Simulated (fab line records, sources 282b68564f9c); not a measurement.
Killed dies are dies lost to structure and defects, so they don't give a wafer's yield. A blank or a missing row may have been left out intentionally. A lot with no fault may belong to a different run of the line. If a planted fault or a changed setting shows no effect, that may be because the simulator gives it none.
fab line records | flow rit-cmos
[record] lots = 14 wafers = 42 last-day = 7
route steps=202 shown NWELL@36 M1@202
lots with no fault: from the same line, run without faults
start-h: hours from the record's opening day to when the first of the lot's shown wafers began | wait-h: how many hours have passed since the lot's step before this one | " identical to the entry in the row above | L1.1+2: a single row standing in for several wafers | - no value, or no start was given | * or withheld: withheld | < > ~ a bound
route shown NAME@n: names a module that has steps shown in the file, with the first one's number in the route | usual: mean/standard deviation taken from wafers without a fault | same: alike in all rows | chamber/n: place in a boat | sites: readings site by site | _std_site: the standard deviation of these | _edge_site: mean of outer sites minus mean of inner sites | radius-mm: for every site, how far away it sits from the centre of the wafer | mask NAME#n: copy n | behind: the tool/chamber that last shaped the wafer | hold: reason for holding the lot/hours on hold/outcome of the hold | device: whichever transistor did not switch (one of n, p or np) | end of line: the same wafers' tests at the end of the route | step lacking rows: just its recipe | killed: at the first sort, the dies lost to defects and structure; wafer yield is something else | map: a wafer's dies, marking killed ones x, the rest . and places with no die _
set.NAME: the run value of the setting; set.NAME@STEP: its run value at that earlier step | model.NAME: the simulator's own value behind a step, which no gauge read
the route's steps for a sample of lots (tables are steps, rows are wafers)
services: from which hour (start-h, from the record's first day; less than 0 if before it) a tool's chamber was out of use, for how many hours, and why
[[steps]]
[step RIT_NWELL_IMPLANT_08]
[recipe] species = P energy-kev = 170 dose-cm2 = 5e+13 tilt-deg = 7
[usual] tilt-deg = 7.006/0.018
// columns lot.wafer tool chamber start-h wait-h tilt-deg
L428.1 implanter-04 0 32.38 0.2 6.992
L428.3 " 0 " " 6.991
L428.5 " 0 " " 6.998
L427.2 implanter-01 0 32.65 0.2 7.019
L427.4 " 0 " " 7.017
L427.6 " 0 " " 7.024
L429.1 implanter-01 0 42.79 0.2 7.001
L429.2 " 0 " " 6.989
L429.3 " 0 " " 7.035
L430.1 implanter-01 0 47.25 0.2 6.996
L430.3 " 0 " " 7.004
L430.6 " 0 " " 7.017
L431.3 implanter-04 0 53.91 0.2 6.980
L431.4 " 0 " " 6.974
L431.5 " 0 " " 6.977
L432.2 implanter-01 0 60.56 0.2 7.028
L432.4 " 0 " " 6.973
L432.5 " 0 " " 7.012
L435.1 implanter-01 0 69.55 0.2 7.015
L435.4 " 0 " " 7.028
L435.5 " 0 " " 7.009
L436.1 implanter-04 0 74.89 0.2 7.024
L436.2 " 0 " " 6.994
L436.5 " 0 " " 6.989
L439.1 implanter-04 0 86.71 0.2 8.289
L439.3 " 0 " " 8.282
L439.5 " 0 " " 8.250
L440.2 implanter-04 0 92.62 0.2 8.271
L440.4 " 0 " " 8.291
L440.6 " 0 " " 8.269
L442.2 implanter-03 0 102.88 0.2 6.999
L442.3 " 0 " " 6.966
L442.6 " 0 " " 7.004
L443.1 implanter-01 0 106.12 0.2 6.983
L443.2 " 0 " " 6.983
L443.4 " 0 " " 6.997
L445.1 implanter-03 0 116.99 0.2 7.021
L445.2 " 0 " " 7.018
L445.5 " 0 " " 7.013
L449.1 implanter-03 0 138.36 0.2 7.039
L449.5 " 0 " " 7.021
L449.6 " 0 " " 7.025
[step RIT_M1_PROBE_99]
[usual] killed-at-contacts = 0.1/0.38 killed-at-front-end = 7/3.2 killed-dies = 7/3.2 killed-open = 3.6/2.1 killed-short = 3.5/2
[same] gross-dies = 264 killed_at_M0_to_M3 = 0 killed_at_M4_up = 0 killed-at-back-side = 0 killed-at-other = 0
// columns lot.wafer tool chamber start-h wait-h killed-at-contacts killed-at-front-end killed-dies killed-open killed-short
L431.3 prober-02 - 97.14 0.2 0 13 13 8 5
L431.4 prober-02 - 97.19 0.2 0 8 8 4 4
L431.5 prober-02 - 97.24 0.2 0 3 3 0 3
// killed by level:class
L431.3 SILICIDE:geometric-particle:open=4 GATE:geometric-particle:open=2 FOX1:geometric-particle:short=1 FOX1:geometric-particle:open=1 FOX2:geometric-particle:short=1 GATE:geometric-particle:short=1 REOX:geometric-particle:short=1 SPACER:geometric-particle:short=1
L431.4 GATE:geometric-particle:short=2 REOX:geometric-particle:short=2 SPACER:geometric-particle:open=2 FOX1:geometric-particle:open=1 GATE:geometric-particle:open=1
L431.5 GATE:geometric-particle:short=3
[[services]]
// columns tool chamber start-h hours kind
implanter-01 - 11.24 1.5 repair
implanter-04 - 14.77 4.8 repair
implanter-01 - 20.25 2.4 repair
implanter-04 - 36.21 2.1 repair
implanter-03 - 45.43 5.1 repair
implanter-04 - 78.57 3.8 pm
implanter-03 - 119.76 7.8 repair
implanter-04 - 133.82 3.4 pm
[[key]]
[first-sign] step = RIT_NWELL_IMPLANT_08 reading = tilt-deg direction = up sigmas = 72 usual = 7.006 struck = 8.275
effect none on later readings
met-at RIT_NWELL_IMPLANT_08
struck-lots L439,L440
tester-left-out L439,L440
onset-between 74.89 86.71
[fault] kind = process-parameter-drift tool = implanter-04 chamber = - onset-h = 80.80 steps = RIT_NWELL_IMPLANT_08 channel = tilt-deg offset = 1.2764 shape = step end-h = 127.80 acts-in = these-recipes-only stated = 7
// tester-left-out: of these lots the tester's yield and bins aren't shown, on N5 and GAA mostly nor the transistor test; their killed dies are dies lost to structure and defects alone, not to doping, threshold or leakage, so they don't give the yield
